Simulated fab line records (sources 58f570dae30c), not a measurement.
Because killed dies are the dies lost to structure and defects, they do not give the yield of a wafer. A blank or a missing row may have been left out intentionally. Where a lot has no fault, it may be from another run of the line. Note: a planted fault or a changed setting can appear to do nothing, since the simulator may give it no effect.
Which tool did it? + flow berkeleyCmos170 + 42 wafers from 14 lots sampled at 6 of the route's 331 steps

== WHAT THE GAUGES READ, wafer by wafer ==
UCB170_ACTIVE_CD_MEAS_90: target cd 1200 nm. Usual: cdNm at 1199.7 nm, with a standard deviation of 1.4.
| lot  | measured    | on       | cdNm (nm)            | flag |
|------|-------------|----------|----------------------|------|
| L964 | day 4 09:21 | cdSem-01 | 1201.9 1203.1 1202.0 |      |
| L965 | day 4 15:24 | cdSem-02 | 1199.8 1199.2 1199.0 |      |
| L968 | day 5 01:47 | cdSem-01 | 1198.9 1198.2 1198.7 |      |
| L967 | day 5 02:05 | cdSem-01 | 1200.8 1199.0 1199.3 |      |
| L971 | day 5 16:32 | cdSem-01 | 1201.0 1202.0 1201.2 |      |
| L969 | day 5 17:02 | cdSem-02 | 1198.5 1197.9 1199.7 |      |
| L972 | day 6 10:58 | cdSem-02 | 1200.5 1198.4 1200.8 |      |
| L974 | day 6 15:14 | cdSem-01 | 1197.6 1198.5 1199.0 |      |
| L973 | day 6 15:22 | cdSem-02 | 1198.4 1197.4 1199.2 |      |
| L976 | day 6 21:02 | cdSem-02 | 1200.0 1201.5 1201.0 |      |
| L977 | day 7 03:52 | cdSem-02 | 1197.5 1197.6 1196.3 |      |
| L982 | day 8 00:42 | cdSem-01 | 1198.8 1199.4 1199.2 |      |
| L985 | day 8 15:58 | cdSem-01 | 1200.6 1199.8 1201.3 |      |
| L987 | day 8 16:14 | cdSem-02 | 1200.4 1200.8 1199.5 |      |

UCB170_NVT_OVL_MEAS_06. Usual: for NVT_OVL the level is 0 nm and the standard deviation is 4.7.
| lot  | measured    | on         | NVT_OVL (nm) | flag |
|------|-------------|------------|--------------|------|
| L964 | day 5 21:08 | overlay-02 | 0 -4 3       |      |
| L965 | day 5 21:21 | overlay-02 | 7 12 5       |      |
| L968 | day 6 16:31 | overlay-02 | 3 -4 -2      |      |
| L967 | day 6 16:24 | overlay-01 | -1 2 4       |      |
| L971 | day 6 21:51 | overlay-01 | 6 -5 2       |      |
| L969 | day 6 22:32 | overlay-01 | -3 3 -5      |      |
| L972 | day 7 15:15 | overlay-01 | 3 -7 11      |      |
| L974 | day 7 15:32 | overlay-01 | 4 -2 4       |      |
| L973 | day 7 15:32 | overlay-02 | 3 8 8        |      |
| L976 | day 7 22:28 | overlay-02 | -6 -1 2      |      |
| L977 | day 8 10:54 | overlay-01 | 1 -2 -3      |      |
| L982 | day 9 03:05 | overlay-01 | -3 3 -2      |      |
| L985 | day 9 23:13 | overlay-02 | -7 3 -5      |      |
| L987 | day 9 22:57 | overlay-02 | -2 -5 -7     |      |

UCB170_PLDD_TW_MEAS_11. Usual: for PLDD_TW the level is 1009 and the standard deviation is 6.6.
| lot  | measured     | on           | PLDD_TW        | flag |
|------|--------------|--------------|----------------|------|
| L964 | day 6 14:34  | filmMetro-01 | 997 1000 1001  |      |
| L965 | day 6 14:37  | filmMetro-01 | 1003 1007 998  |      |
| L968 | day 7 07:08  | filmMetro-04 | 1014 1015 1013 |      |
| L967 | day 7 07:25  | filmMetro-04 | 1021 1017 1014 |      |
| L971 | day 7 11:57  | filmMetro-01 | 1009 1011 1008 |      |
| L969 | day 7 11:28  | filmMetro-03 | 1005 1003 1006 |      |
| L972 | day 8 09:47  | filmMetro-01 | 1000 1007 1003 |      |
| L974 | day 8 09:32  | filmMetro-03 | 1018 1022 1019 |      |
| L973 | day 8 09:15  | filmMetro-01 | 1002 1002 1008 |      |
| L976 | day 8 16:56  | filmMetro-03 | 1025 1021 1019 |      |
| L977 | day 9 02:20  | filmMetro-01 | 999 1005 1001  |      |
| L982 | day 9 21:55  | filmMetro-04 | 1087 1084 1087 | OFF  |
| L985 | day 10 13:19 | filmMetro-01 | 1077 1075 1079 | OFF  |
| L987 | day 10 12:58 | filmMetro-03 | 1011 1017 1014 |      |

UCB170_SDANNEAL_RS_MEAS_04: a four-point-probe measurement. Usual: for PLDD_RS the level is 1032.2 ohm/sq and the standard deviation is 2.1.
| lot  | measured     | on           | PLDD_RS (ohm/sq)     | flag |
|------|--------------|--------------|----------------------|------|
| L964 | day 7 01:41  | filmMetro-04 | 1030.9 1031.8 1030.7 |      |
| L965 | day 7 01:52  | filmMetro-03 | 1029.7 1033.9 1032.8 |      |
| L968 | day 7 18:08  | filmMetro-01 | 1033.8 1033.5 1033.3 |      |
| L967 | day 7 20:01  | filmMetro-03 | 1032.6 1035.4 1032.6 |      |
| L971 | day 7 23:41  | filmMetro-03 | 1033.9 1031.6 1034.1 |      |
| L969 | day 8 00:02  | filmMetro-01 | 1034.4 1033.5 1033.8 |      |
| L972 | day 8 22:51  | filmMetro-04 | 1031.1 1031.5 1029.4 |      |
| L974 | day 8 22:59  | filmMetro-01 | 1026.9 1028.4 1028.5 |      |
| L973 | day 8 22:45  | filmMetro-03 | 1032.0 1028.1 1032.7 |      |
| L976 | day 9 04:54  | filmMetro-03 | 1030.5 1032.1 1036.0 |      |
| L977 | day 9 13:59  | filmMetro-01 | 1033.8 1032.9 1030.7 |      |
| L982 | day 10 11:31 | filmMetro-04 | 858.3 857.2 858.5    | OFF  |
| L985 | day 11 04:09 | filmMetro-03 | 860.3 858.2 857.9    | OFF  |
| L987 | day 11 03:49 | filmMetro-01 | 1030.8 1033.4 1032.5 |      |

== EACH LOT AND THE TOOL THAT RAN IT (in order: tool; ch and the chambers of the sampled wafers; start) ==
| lot  | UCB170_NVT_STRIP_08                | UCB170_PLDD_IMPLANT_08          |
|------|------------------------------------|---------------------------------|
| L964 | plasmaAsher-02 ch 0,1, day 5 21:20 | implanter-02 ch 0, day 6 14:10  |
| L965 | plasmaAsher-02 ch 0,1, day 5 21:32 | implanter-04 ch 0, day 6 14:13  |
| L968 | plasmaAsher-04 ch 1, day 6 16:42   | implanter-04 ch 0, day 7 06:45  |
| L967 | plasmaAsher-02 ch 0,1, day 6 16:35 | implanter-01 ch 0, day 7 07:02  |
| L971 | plasmaAsher-03 ch 0,1, day 6 22:03 | implanter-04 ch 0, day 7 11:35  |
| L969 | plasmaAsher-02 ch 0,1, day 6 22:43 | implanter-02 ch 0, day 7 11:01  |
| L972 | plasmaAsher-03 ch 0,1, day 7 15:26 | implanter-04 ch 0, day 8 09:23  |
| L974 | plasmaAsher-02 ch 0,1, day 7 15:43 | implanter-02 ch 0, day 8 09:08  |
| L973 | plasmaAsher-04 ch 0,1, day 7 15:43 | implanter-01 ch 0, day 8 08:52  |
| L976 | plasmaAsher-04 ch 0,1, day 7 22:39 | implanter-02 ch 0, day 8 16:32  |
| L977 | plasmaAsher-03 ch 0,1, day 8 11:05 | implanter-02 ch 0, day 9 01:56  |
| L982 | plasmaAsher-04 ch 0,1, day 9 03:18 | implanter-04 ch 0, day 9 21:32  |
| L985 | plasmaAsher-04 ch 0,1, day 9 23:25 | implanter-04 ch 0, day 10 12:55 |
| L987 | plasmaAsher-03 ch 0,1, day 9 23:08 | implanter-01 ch 0, day 10 12:34 |
- UCB170_NVT_STRIP_08: strips in O2.
- UCB170_PLDD_IMPLANT_08

== WHAT THE TOOLS THEMSELVES READ (means of the sampled wafers that have a number; where no wafer has one, the mark that the record gives instead) ==
UCB170_NVT_STRIP_08. Usual: drypumpMotorCurrentA 5.6 A, standard deviation 0.34; oesProductAu 0.733 a.u., standard deviation 0.0043; stripTimeToEndpointS 21.63 s, standard deviation 0.064.
| lot  | tool           | drypumpMotorCurrentA (A) | oesProductAu (a.u.) | stripTimeToEndpointS (s) | flag |
|------|----------------|--------------------------|---------------------|--------------------------|------|
| L964 | plasmaAsher-02 | 5.5                      | 0.735               | 21.56                    |      |
| L965 | plasmaAsher-02 | 5.5                      | 0.732               | 21.73                    |      |
| L968 | plasmaAsher-04 | 5.7                      | 0.731               | 21.79                    |      |
| L967 | plasmaAsher-02 | 5.6                      | 0.734               | 21.62                    |      |
| L971 | plasmaAsher-03 | 6.0                      | 0.733               | 21.63                    |      |
| L969 | plasmaAsher-02 | 5.6                      | 0.737               | 21.57                    |      |
| L972 | plasmaAsher-03 | 5.7                      | 0.730               | 21.61                    |      |
| L974 | plasmaAsher-02 | 5.6                      | 0.732               | 21.73                    |      |
| L973 | plasmaAsher-04 | 5.8                      | 0.737               | 21.69                    |      |
| L976 | plasmaAsher-04 | 5.8                      | 0.733               | 21.57                    |      |
| L977 | plasmaAsher-03 | 5.7                      | 0.738               | 21.67                    |      |
| L982 | plasmaAsher-04 | 5.8                      | 0.732               | 21.63                    |      |
| L985 | plasmaAsher-04 | 5.8                      | 0.736               | 21.62                    |      |
| L987 | plasmaAsher-03 | 5.6                      | 0.734               | 21.58                    |      |

UCB170_PLDD_IMPLANT_08. Usual: beamOnS 10.03 s, standard deviation 0.2; doseIonsCm2 5e+13, standard deviation 5e+10; endStationPressureTorr 5.14e-06 Torr, standard deviation 2.7e-07; faradayCurrentUA 158, standard deviation 3.1.
| lot  | tool         | beamOnS (s) | doseIonsCm2 | endStationPressureTorr (Torr) | faradayCurrentUA | flag |
|------|--------------|-------------|-------------|-------------------------------|------------------|------|
| L964 | implanter-02 | 10.04       | 5e+13       | 5.33e-06                      | 158              |      |
| L965 | implanter-04 | 10.07       | 5e+13       | 5.22e-06                      | 157              |      |
| L968 | implanter-04 | 9.87        | 5e+13       | 5.46e-06                      | 161              |      |
| L967 | implanter-01 | 10.02       | 5e+13       | 5.39e-06                      | 158              |      |
| L971 | implanter-04 | 10.12       | 5e+13       | 5.21e-06                      | 156              |      |
| L969 | implanter-02 | 9.98        | 5e+13       | 5.45e-06                      | 159              |      |
| L972 | implanter-04 | 10.18       | 5e+13       | 5.11e-06                      | 156              |      |
| L974 | implanter-02 | 10.12       | 5e+13       | 4.92e-06                      | 156              |      |
| L973 | implanter-01 | 10.00       | 5e+13       | 4.99e-06                      | 158              |      |
| L976 | implanter-02 | 10.14       | 5e+13       | 5.13e-06                      | 156              |      |
| L977 | implanter-02 | 9.85        | 5e+13       | 5.30e-06                      | 161              |      |
| L982 | implanter-04 | 13.47       | 8e+13       | 5.22e-06                      | 180              | OFF  |
| L985 | implanter-04 | 13.24       | 8e+13       | 5.26e-06                      | 184              | OFF  |
| L987 | implanter-01 | 10.19       | 5e+13       | 4.99e-06                      | 156              |      |

== THE ANSWER, worked out from the rows above alone ==
Rule: lot off if the mean of its wafers having a number is beyond 3 standard deviations from the usual mean. A lot without any number at a reading at which 4 lots or more have one is off too. Any other lot the step has rows for is counted as sound. After the gauges, taken in route order, come the tools' own readings; for these a lot's mean is taken, as printed above. At the first step where some lot is off, the reading lying furthest off is the one used; lots without a number count as furthest.
Off: L982, L985, at UCB170_PLDD_TW_MEAS_11 (PLDD_TW).
If a tool, at a process step before that reading, ran all the lots that are off and no sound lot after the first of them, it fits. The gauges at UCB170_PLDD_TW_MEAS_11 aren't tried: what is off there is off at UCB170_PLDD_IMPLANT_08 too, on other tools, and a gauge's error can't cause that. Can't be told from this: 2 tools fit, plasmaAsher-04 at UCB170_NVT_STRIP_08, implanter-04 at UCB170_PLDD_IMPLANT_08.

== WHAT WAS PUT IN BY THE SIMULATOR ==
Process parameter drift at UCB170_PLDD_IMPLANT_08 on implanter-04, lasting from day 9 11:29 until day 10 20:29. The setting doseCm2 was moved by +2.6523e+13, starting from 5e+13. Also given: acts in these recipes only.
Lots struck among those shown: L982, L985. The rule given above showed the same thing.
